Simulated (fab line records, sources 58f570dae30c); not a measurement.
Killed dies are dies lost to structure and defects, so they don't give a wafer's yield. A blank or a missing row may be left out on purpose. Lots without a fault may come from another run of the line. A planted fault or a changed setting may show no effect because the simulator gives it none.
A struck lot beside a sound one | flow berkeley_cmos170 | 20 steps out of a route of 331
Sound: wafers L446.1, L446.3, L446.6. Struck: wafers L448.1, L448.2, L448.5. The cause comes at the end.
At each step with rows: each side's tool, then ch and its chambers, then its first start. Under that, the readings that differ: sound wafers | struck wafers | difference of the means | sigmas: that difference in standard deviations of wafers without a fault.
alike: readings whose means differ by less than 2 such deviations, and words and numbers that are the same on both sides. not compared: withheld readings, readings that some wafer has no value for, bounds like >300 that may hide the same value, and numbers for which the record gives no deviation and whose values overlap.
The two part at a step that has a row with sigmas, a row that says differs or no value, or rows on one side only. Numbers that don't overlap but have no deviation are shown without sigmas and don't part them. A reading that every wafer of one side lacks parts them only if that side has two wafers or more.

UCB170_M1_STRIP_13: strips in O2.
  sound on plasma_asher-04 ch 0, day 9 14:25; struck on plasma_asher-04 ch 0,1, day 9 14:58
  alike: drypump_motor_current_A, oes_product_au
  not compared: rf_hours_counter_h
UCB170_M1_CD_MEAS_90: target cd 700 nm.
  sound on cd_sem-02, day 9 14:31; struck on cd_sem-01, day 9 15:04
  alike: cd_nm
then, 1 step without rows for these wafers: UCB170_M1_ANNEAL_14 (time 1200 s).
UCB170_V1_CVD_00: deposits SiO2 from TEOS/O2, target thk 2000 nm, time 250 s.
  sound on pecvd-01 ch 1,2, day 9 19:35; struck on pecvd-03 ch 1,2, day 9 19:35
  alike: heater_power_w
UCB170_V1_THK_MEAS_01:
  sound on film_metro-02, day 9 19:44; struck on film_metro-01, day 9 19:44
  alike: V1_TEOS_THK
UCB170_V1_CMP_02: polishes SiO2.
  sound on cmp-01 ch 0,1,2, day 9 19:53; struck on cmp-01 ch 0,1,3, day 9 20:29
  alike: motor_current_A
UCB170_V1_BOW_MEAS_03:
  sound on film_metro-03, day 9 20:05; struck on film_metro-02, day 9 20:41
  alike: V1_BOW
UCB170_V1_THK_MEAS_04:
  sound on film_metro-03, day 9 20:13; struck on film_metro-02, day 9 20:49
  alike: V1_POLISHED_THK
then, 4 steps without rows for these wafers: UCB170_V1_CLEAN_05 (cleans in DIW); UCB170_V1_HMDS_06 (prime time 60 s); UCB170_V1_COAT_07 (resist thk 900 nm); UCB170_V1_SOFTBAKE_08 (time 60 s).
UCB170_V1_EXPOSE_09: exposes mask VIA1, target cd 700 nm.
  sound on krf_scanner-01 ch 0, day 9 22:43; struck on krf_scanner-01 ch 0, day 9 22:56
  reading              | sound             | struck            | difference | sigmas
  exposure_dose_mJ_cm2 | 37.04 37.04 36.96 | 33.34 33.32 33.41 | -3.66      | -99
  alike: mask
then, 2 steps without rows for these wafers: UCB170_V1_PEB_10; UCB170_V1_DEVELOP_11 (develop time 45 s).
UCB170_V1_CD_MEAS_12: target cd 700 nm.
  sound on cd_sem-02, day 9 23:11; struck on cd_sem-01, day 9 23:49
  reading    | sound             | struck            | difference | sigmas
  cd_nm (nm) | 700.5 699.7 701.2 | 682.8 682.1 681.9 | -18.2      | -13
  not compared: hold
UCB170_V1_OVL_MEAS_13:
  sound on overlay-01, day 9 23:19; struck on overlay-02, day 10 02:38
  reading | sound | struck                                                                     | difference                   | sigmas
  hold    | - - - | await_dispo/2.7h/release await_dispo/2.7h/release await_dispo/2.7h/release | no value on the sound wafers |
  alike: V1_OVL
UCB170_V1_ETCH_14: etches SiO2 in CHF3/CF4/Ar, stops on Al, target depth 1250 nm, time 291 s.
  sound on rie_diel-01 ch 2,3, day 9 23:20; struck on rie_diel-01 ch 0,2,3, day 10 02:41
  reading             | sound             | struck          | difference | sigmas
  model.V1.cd_nm (nm) | 700.3 699.3 700.8 | 682.8 682.7 683 | -17.3      |
  alike: drypump_motor_current_A, oes_product_au, throttle_valve_pct
  not compared: rf_hours_counter_h
UCB170_V1_STRIP_15: strips in O2.
  sound on plasma_asher-03 ch 0,1, day 9 23:31; struck on plasma_asher-04 ch 0,1, day 10 02:52
  alike: drypump_motor_current_A, oes_product_au, strip_time_to_endpoint_s
  not compared: rf_hours_counter_h
UCB170_M3_PROBE_99:
  the record has rows for the sound wafers here (prober-02, day 10 08:20) and none for the struck ones

WHERE THEY PART
First at UCB170_V1_EXPOSE_09; last, within this record, at UCB170_M3_PROBE_99.

WHY: what the simulator had put in
Process parameter drift: krf_scanner-01, from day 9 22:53 on, at UCB170_V1_EXPOSE_09. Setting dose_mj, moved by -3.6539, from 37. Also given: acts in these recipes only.
